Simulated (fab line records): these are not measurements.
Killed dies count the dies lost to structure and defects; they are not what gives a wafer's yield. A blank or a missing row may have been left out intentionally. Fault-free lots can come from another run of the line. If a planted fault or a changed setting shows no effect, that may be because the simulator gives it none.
A struck lot beside a sound one + flow ritCmos + 14 steps out of a route of 202
Sound: these wafers, L702.3, L702.4, L702.6. Struck: wafers L704.1, L704.2, L704.3. At the end, the cause is stated.
Each step with rows lists, per side, the tool, then ch with its chambers, then its first start. Under that, the readings that differ: sound wafers + struck wafers + difference of the means + sigmas: that difference in standard deviations of wafers without a fault.
alike: readings whose means differ by less than 2 such deviations, and words and numbers that are the same on both sides. not compared: withheld readings, readings that some wafer has no value for, bounds like >300 that may hide the same value, and numbers for which the record gives no deviation and whose values overlap.
The two part at a step that has a row with sigmas, a row that says differs or no value, or rows on one side only. Non-overlapping numbers with no deviation appear without sigmas and do not part them. Lack of a reading on every wafer of one side parts them only where that side has two or more wafers.

first, 4 steps without rows for these wafers: RIT_NWELL_SOFTBAKE_02 (time 60 s); RIT_NWELL_EXPOSE_03 (exposes mask M2, target cd 43900 nm); RIT_NWELL_PEB_04; RIT_NWELL_DEVELOP_05 (develop time 68 s).
RIT_NWELL_OVL_MEAS_06:
  sound on overlay-01 at day 4 03:12; struck on overlay-01 at day 4 13:58
  alike: NWELL_OVL
then, 2 steps without rows for these wafers: RIT_NWELL_HARDBAKE_07 (time 120 s); RIT_NWELL_IMPLANT_08.
RIT_NWELL_STRIP_09: strips in O2, time 180 s.
  sound on plasmaAsher-04 ch 0,1, day 4 03:41; struck on plasmaAsher-01 ch 0,1, day 4 14:25
  alike: drypumpMotorCurrentA, rfReflPowerW
  not compared: rfHoursCounterH
RIT_NWELL_TW_MEAS_10:
  sound on filmMetro-02 at day 4 03:49; struck on filmMetro-03 at day 4 14:35
  alike: NWELL_TW
then, 3 steps without rows for these wafers: RIT_PWELL_HMDS_00 (prime time 60 s); RIT_PWELL_COAT_01 (resist thk 1300 nm); RIT_PWELL_SOFTBAKE_02 (time 60 s).
RIT_PWELL_EXPOSE_03: exposes mask M3, target cd 43700 nm.
  struck on ilineStepper-01, day 4 15:13; sound on ilineStepper-02 ch 0, day 4 04:21
  no value came back on the struck wafers for exposureDoseMJCm2, focusOffsetNm (nm); on the sound wafers exposureDoseMJCm2 reads 249.82 250.24 249.89
  alike: mask
then, 1 step without rows for these wafers: RIT_PWELL_PEB_04.

== WHERE THEY PART ==
Only at RIT_PWELL_EXPOSE_03, as far as this record shows.

WHY: what the simulator had put in
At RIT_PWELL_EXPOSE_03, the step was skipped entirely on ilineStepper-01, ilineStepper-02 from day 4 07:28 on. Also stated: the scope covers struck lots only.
